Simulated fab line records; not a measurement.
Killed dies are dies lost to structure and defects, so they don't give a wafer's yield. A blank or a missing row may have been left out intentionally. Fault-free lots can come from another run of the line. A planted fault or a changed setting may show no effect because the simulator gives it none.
Split-lot trial + flow rit-cmos + route with 202 steps; 5 lots, 23 wafers read

## SPLIT DETAILS
At RIT_CONTACT_COAT_03 (resist thk 1000 nm), the setting resist-thk-nm was moved away from the recipe's 1000 nm on 10 of the 23 wafers read, by -5.7% to +4.3%. All remaining wafers had this setting at the recipe value.

## FROM THE SPLIT TO THE READING: what the file shows between them, 8 steps
- RIT_CONTACT_SOFTBAKE_04: time 60 s
- RIT_CONTACT_EXPOSE_05: exposes mask M11, target cd 1000 nm
- RIT_CONTACT_PEB_06
- RIT_CONTACT_DEVELOP_07: develop time 120 s
- RIT_CONTACT_CD_MEAS_08: target cd 1000 nm
- RIT_CONTACT_HARDBAKE_10: time 60 s
- RIT_CONTACT_ETCH_11: etches SiO2 in CHF3/CF4/Ar, stops on TiSi2, target depth 480 nm, time 320 s
- RIT_CONTACT_STRIP_12: strips in O2, time 180 s

## THE READING
Shown in nm: cd-nm at RIT_CONTACT_CD_MEAS_90, with target cd 1000 nm. Typical for fault-free wafers on this fab line: 1000.0 nm, with standard deviation 2.2 nm.

| wafer  | tool, chamber at the split | resist-thk-nm as run, nm | against the recipe | cd-nm, nm | against lot-mates on the recipe |
|--------|----------------------------|--------------------------|--------------------|-----------|---------------------------------|
| L075.1 | litho-track-03, 0          | 1000                     | recipe             | 999.4     | -                               |
| L075.2 | litho-track-03, 0          | 1000                     | recipe             | 999.3     | -                               |
| L075.5 | litho-track-03, 0          | 1000                     | recipe             | 999.0     | -                               |
| L077.2 | litho-track-03, 0          | 1000                     | recipe             | 1003.3    | -                               |
| L077.3 | litho-track-03, 0          | 1000                     | recipe             | 1002.8    | -                               |
| L077.4 | litho-track-03, 0          | 947                      | -5.3%              | 1006.4    | +3.4                            |
| L077.5 | litho-track-03, 0          | 947                      | -5.3%              | 1008.1    | +5.1                            |
| L077.6 | litho-track-03, 0          | 947                      | -5.3%              | 1006.0    | +3.0                            |
| L076.1 | litho-track-01, 0          | 943.1                    | -5.7%              | 1008.2    | +7.1                            |
| L076.2 | litho-track-01, 0          | 1000                     | recipe             | 1000.6    | -                               |
| L076.3 | litho-track-01, 0          | 943.1                    | -5.7%              | 1007.1    | +6.0                            |
| L076.4 | litho-track-01, 0          | 1000                     | recipe             | 1002.1    | -                               |
| L076.5 | litho-track-01, 0          | 1000                     | recipe             | 1000.6    | -                               |
| L078.1 | litho-track-01, 0          | 962.7                    | -3.7%              | 1001.5    | +3.1                            |
| L078.2 | litho-track-01, 0          | 962.7                    | -3.7%              | 1001.8    | +3.4                            |
| L078.3 | litho-track-01, 0          | 962.7                    | -3.7%              | 1003.1    | +4.7                            |
| L078.5 | litho-track-01, 0          | 1000                     | recipe             | 997.6     | -                               |
| L078.6 | litho-track-01, 0          | 1000                     | recipe             | 999.2     | -                               |
| L085.2 | litho-track-01, 0          | 1000                     | recipe             | 1003.8    | -                               |
| L085.3 | litho-track-01, 0          | 1000                     | recipe             | 1002.5    | -                               |
| L085.4 | litho-track-01, 0          | 1043                     | +4.3%              | 999.6     | -3.9                            |
| L085.5 | litho-track-01, 0          | 1043                     | +4.3%              | 998.2     | -5.3                            |
| L085.6 | litho-track-01, 0          | 1000                     | recipe             | 1004.3    | -                               |

THE FIT
A straight line over all 23 wafers: cd-nm changes by -0.838 nm for each +1% of resist-thk-nm; r = -0.77; the points scatter about the line by 2.1 nm.
The same after taking each lot's own level away (the mean of its wafers on the recipe; 23 wafers): -0.964 nm for each +1%; r = -0.95; scatter 0.93 nm.
That fit puts the effect of the largest move of resist-thk-nm on the reading at 5.5 nm.
Measured against the standard deviation above, the lots' own levels, which go from 998.40 to 1003.53 nm, span 2.3 times it.
So the lot-to-lot level blurs the effect unless lot-mates are compared.
Check: +5.08 nm against its lot-mates is what the line predicts for one of the wafers moved furthest among these (-5.7%) when that wafer is left out of the fit. Against them it came out at +7.1 nm.

## OTHER SPLITS ON THESE WAFERS
Before the reading, these wafers also passed through other splits. Each is held against what the fit with the lots' levels taken away leaves over:
| other split on the same wafers | wafers away from the commonest value | r with cd-nm (lot level and that fit taken away) |
|--------------------------------|--------------------------------------|--------------------------------------------------|
| RIT_PSD_IMPLANT_08 dose-cm2    | 7                                    | -0.48                                            |

## THE WHOLE CHAIN: every reading that the file lists as answering this split, in the file's order
| step                    | what it does                                                                | reading                                                                            | change (the file's fit)               | r (the file's) |
|-------------------------|-----------------------------------------------------------------------------|------------------------------------------------------------------------------------|---------------------------------------|----------------|
| RIT_CONTACT_COAT_03     | resist thk 1000 nm                                                          | NOVOLAK_of_CONTACT_COAT_03.thk-nm (the simulator's own value, which no gauge read) | +10.2 nm for each +1% of the setting  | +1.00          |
| RIT_CONTACT_CD_MEAS_08  | target cd 1000 nm                                                           | cd-nm                                                                              | -1.06 nm for each +1% of the setting  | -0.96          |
| RIT_CONTACT_HARDBAKE_10 | time 60 s                                                                   | NOVOLAK_of_CONTACT_COAT_03.thk-nm (the simulator's own value, which no gauge read) | +8.89 nm for each +1% of the setting  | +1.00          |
| RIT_CONTACT_ETCH_11     | etches SiO2 in CHF3/CF4/Ar, stops on TiSi2, target depth 480 nm, time 320 s | NOVOLAK_of_CONTACT_COAT_03.thk-nm (the simulator's own value, which no gauge read) | +8.83 nm for each +1% of the setting  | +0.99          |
| RIT_CONTACT_CD_MEAS_90  | target cd 1000 nm                                                           | cd-nm                                                                              | -0.982 nm for each +1% of the setting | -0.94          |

## THE FILE'S OWN FIT
cd-nm changes by -0.982 nm for each +1% of resist-thk-nm, r = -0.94.
